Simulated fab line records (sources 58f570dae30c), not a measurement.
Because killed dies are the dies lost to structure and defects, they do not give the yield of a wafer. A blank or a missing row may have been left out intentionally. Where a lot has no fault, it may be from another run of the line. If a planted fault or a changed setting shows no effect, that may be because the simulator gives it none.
2 desks, one fault + flow berkeleyCmos170 + only its own numbers are on each desk; what lay behind them is given at the end

== AT THE TOOL OWNER'S DESK: wetBench-02 ==
The tool's own readings at UCB170_NWELL_WET_ETCH_19 (etches SiO2 in BOE, time 22 s): means of the sampled wafers that have a number, for each lot that ran on this tool. The brackets show how far a lot's mean lies from the usual mean; more than 4 standard deviations puts the lot out of limits, marked OUT.
Columns: A = bathHeatDutyPct at UCB170_NWELL_WET_ETCH_19, usual 6.5 %; B = runLengthS at UCB170_NWELL_WET_ETCH_19, usual 49.7 s
| lot  | first seen here | A   | B    |
|------|-----------------|-----|------|
| L808 | day 4 02:57     | 7.1 | 49.5 |
| L817 | day 5 14:23     | 6.9 | 47.7 |
| L818 | day 5 20:53     | 6.4 | 48.1 |
| L820 | day 6 06:49     | 7.2 | 49.2 |
| L821 | day 6 15:14     | 7.6 | 52.6 |
| L824 | day 6 20:31     | 7.4 | 48.5 |
Result from this desk: across the 6 lots, nothing is out of limits.

== METROLOGY DESK ==
Lot by lot, what the gauges showed, no matter which tool ran the lot: averages of those sampled wafers that carry a number. The brackets show how far a lot's mean lies from the usual mean; more than 4 standard deviations puts the lot out of limits, marked OUT.
Columns: A = START_OXIDE_THK at UCB170_START_THK_MEAS_03, usual 20.0 nm; B = NWELL_OVL at UCB170_NWELL_OVL_MEAS_12, usual -6 nm; C = PWELL_OVL at UCB170_PWELL_OVL_MEAS_13, usual -1 nm
| lot  | first seen here | A    | B   | C  |
|------|-----------------|------|-----|----|
| L803 | day 1 17:04     | 19.8 | -9  | 3  |
| L804 | day 1 17:05     | 20.0 | -5  | -6 |
| L805 | day 2 00:37     | 20.3 | -10 | 9  |
| L807 | day 2 07:41     | 19.2 | -3  | 2  |
| L806 | day 2 07:43     | 19.8 | -3  | -5 |
| L808 | day 2 17:20     | 19.9 | -5  | -6 |
| L809 | day 3 01:35     | 19.9 | -8  | -2 |
| L817 | day 4 11:54     | 20.5 | -2  | -2 |
| L818 | day 4 19:15     | 20.6 | -0  | 3  |
| L820 | day 5 03:05     | 20.7 | -6  | 2  |
| L821 | day 5 09:32     | 20.0 | -7  | 2  |
| L822 | day 5 14:17     | 20.2 | -4  | -5 |
| L823 | day 5 19:11     | 20.0 | -5  | -2 |
| L824 | day 5 23:17     | 19.8 | 1   | 5  |
| L826 | day 6 10:18     | 20.3 | -10 | 0  |
Result from this desk: across the 15 lots, nothing is out of limits.

== TAKEN TOGETHER ==
The desk of the tool owner found nothing out of limits.
The metrology desk saw nothing out of limits.

== WHAT THE SIMULATOR HAD PUT IN ==
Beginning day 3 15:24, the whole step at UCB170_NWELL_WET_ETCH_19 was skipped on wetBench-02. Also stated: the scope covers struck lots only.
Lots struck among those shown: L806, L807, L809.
